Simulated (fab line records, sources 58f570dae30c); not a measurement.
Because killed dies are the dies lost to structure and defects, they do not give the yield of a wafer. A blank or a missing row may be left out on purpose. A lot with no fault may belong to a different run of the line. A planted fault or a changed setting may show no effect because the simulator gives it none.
Which tool is to blame?    flow berkeley-cmos170    15 lots with 45 wafers sampled at 4 steps, on a route of 331 steps

## WHAT EACH GAUGE READ, for each wafer
UCB170_PVT_OVL_MEAS_06.
lot   measured      on          PVT_OVL (nm)
L920  day 7 04:55   overlay-02  6 -3 8
L919  day 7 05:22   overlay-01  -8 0 -2
L924  day 7 11:31   overlay-02  9 2 9
L922  day 7 11:41   overlay-02  -9 -8 -5
L923  day 7 12:08   overlay-02  6 12 1
L925  day 7 22:23   overlay-01  -5 1 0
L928  day 8 11:11   overlay-02  1 6 2
L926  day 8 11:43   overlay-01  6 5 1
L927  day 8 17:32   overlay-01  0 10 -1
L932  day 9 17:29   overlay-01  -8 -7 -6
L935  day 10 04:18  overlay-01  5 2 5
L936  day 10 04:29  overlay-01  -5 7 6
L937  day 10 07:23  overlay-02  -2 0 6
L938  day 10 07:43  overlay-01  0 4 -1
L939  day 11 08:25  overlay-02  1 -4 -3

UCB170_PSD_OVL_MEAS_07.
lot   measured      on          PSD_OVL (nm)
L920  day 8 11:52   overlay-02  8 2 1
L919  day 8 11:54   overlay-01  2 8 5
L924  day 8 15:40   overlay-01  4 3 -1
L922  day 8 16:40   overlay-01  - - -
L923  day 8 16:50   overlay-01  - - -
L925  day 9 04:01   overlay-02  - - -
L928  day 9 10:39   overlay-02  -1 5 3
L926  day 9 11:12   overlay-02  -2 -4 -3
L927  day 10 02:10  overlay-01  -7 -4 -8
L932  day 10 21:26  overlay-02  8 6 8
L935  day 11 10:23  overlay-02  -9 -5 -11
L936  day 11 10:40  overlay-01  -10 -8 -10
L937  day 11 10:44  overlay-02  -2 -10 -4
L938  day 11 10:28  overlay-01  4 -2 -3
L939  day 12 12:26  overlay-02  -11 -7 -8

## TOOL THAT RAN EACH LOT (tool first, then ch and the chambers of the sampled wafers, then the start)
lot   UCB170_GATE_STRIP_16                  UCB170_PSD_PEB_04
L920  plasma-asher-01 ch 0,1, day 7 22:48   litho-track-03 ch 0, day 8 11:00
L919  plasma-asher-03 ch 0,1, day 7 23:11   litho-track-04 ch 0, day 8 11:00
L924  plasma-asher-01 ch 0,1, day 8 02:35   litho-track-03 ch 0, day 8 15:16
L922  plasma-asher-04 ch 0,1, day 8 03:13   litho-track-03, day 8 16:00
L923  plasma-asher-01 ch 0,1, day 8 03:07   litho-track-01, day 8 16:00
L925  plasma-asher-01 ch 0,1, day 8 13:31   litho-track-01, day 9 03:37
L928  plasma-asher-04 ch 0,1, day 8 21:52   litho-track-03 ch 0, day 9 10:15
L926  plasma-asher-03 ch 0,1, day 8 22:18   litho-track-03 ch 0, day 9 10:48
L927  plasma-asher-01 ch 0,1, day 9 08:46   litho-track-01 ch 0, day 10 01:46
L932  plasma-asher-01 ch 0,1, day 10 09:20  litho-track-04 ch 0, day 10 21:02
L935  plasma-asher-01 ch 0,1, day 10 21:17  litho-track-03 ch 0, day 11 09:59
L936  plasma-asher-04 ch 0,1, day 10 21:29  litho-track-03 ch 0, day 11 10:16
L937  plasma-asher-04 ch 0,1, day 10 22:01  litho-track-01 ch 0, day 11 10:19
L938  plasma-asher-03 ch 0,1, day 10 21:46  litho-track-01 ch 0, day 11 10:06
L939  plasma-asher-03 ch 0,1, day 11 23:02  litho-track-03 ch 0, day 12 12:02
- UCB170_GATE_STRIP_16: strips in O2.
- UCB170_PSD_PEB_04

## AS READ BY THE TOOLS THEMSELVES (means over the sampled wafers that have a number; for cases with no such wafer, the mark the record gives instead)
UCB170_GATE_STRIP_16.
lot   tool             drypump-motor-current-A (A)  oes-product-au (a.u.)
L920  plasma-asher-01  5.69                         0.723
L919  plasma-asher-03  6.15                         0.724
L924  plasma-asher-01  5.69                         0.721
L922  plasma-asher-04  6.15                         0.724
L923  plasma-asher-01  5.70                         0.725
L925  plasma-asher-01  5.67                         0.725
L928  plasma-asher-04  6.01                         0.719
L926  plasma-asher-03  6.05                         0.719
L927  plasma-asher-01  5.70                         0.722
L932  plasma-asher-01  5.69                         0.721
L935  plasma-asher-01  5.67                         0.727
L936  plasma-asher-04  6.02                         0.723
L937  plasma-asher-04  6.00                         0.720
L938  plasma-asher-03  6.03                         0.726
L939  plasma-asher-03  6.03                         0.726

UCB170_PSD_PEB_04.
lot   tool            chill-plate-temp-C (C)  exhaust-pa (Pa)  plate-temp-C (C)
L920  litho-track-03  22.93                   45.8             129.98
L919  litho-track-04  22.96                   44.8             129.88
L924  litho-track-03  23.01                   46.3             129.99
L922  litho-track-03  -                       -                -
L923  litho-track-01  -                       -                -
L925  litho-track-01  -                       -                -
L928  litho-track-03  23.09                   45.6             130.27
L926  litho-track-03  23.02                   44.6             130.10
L927  litho-track-01  22.97                   45.7             130.12
L932  litho-track-04  22.95                   45.9             130.08
L935  litho-track-03  22.96                   44.7             129.92
L936  litho-track-03  22.81                   46.1             129.92
L937  litho-track-01  22.95                   46.1             129.89
L938  litho-track-01  22.97                   44.6             130.06
L939  litho-track-03  23.09                   45.3             129.99

## THE ANSWER, worked out from the rows above alone
Rule: the usual values come from the lots themselves. The widest of any qualifying gaps counts: lots, ordered by their means at a reading, are off when they make up no more than a third of the lots, leave a main group of 4 or more, and stand apart from it by 3 or more times the standard deviation of that group's means. If all means in a main group match to the digits the tables above print for the reading, that group is not used. A lot without any number at a reading at which 4 lots or more have one is off too. All remaining lots with rows at the step are treated as sound. After the gauges, taken in route order, come the tools' own readings; for these a lot's mean is taken, as printed above. The first step at which some lot is off is used, and at that step the reading that is off furthest; a lot without a number counts as furthest.
Off: L922, L923, L925, at UCB170_PSD_OVL_MEAS_07 (PSD_OVL). Without a number there: L922, L923, L925. For the main group the mean is -2 nm and the standard deviation 5.6.
A tool fits if, at a process step before that reading, it ran every lot that is off, and no sound lot after the first of them. Not tried: the gauges at UCB170_PSD_OVL_MEAS_07; whatever is off there is also off at UCB170_PSD_PEB_04, on other tools, and gauge error can't account for it. No candidate that was tried fits.

## WHAT THE SIMULATOR HAD INSERTED
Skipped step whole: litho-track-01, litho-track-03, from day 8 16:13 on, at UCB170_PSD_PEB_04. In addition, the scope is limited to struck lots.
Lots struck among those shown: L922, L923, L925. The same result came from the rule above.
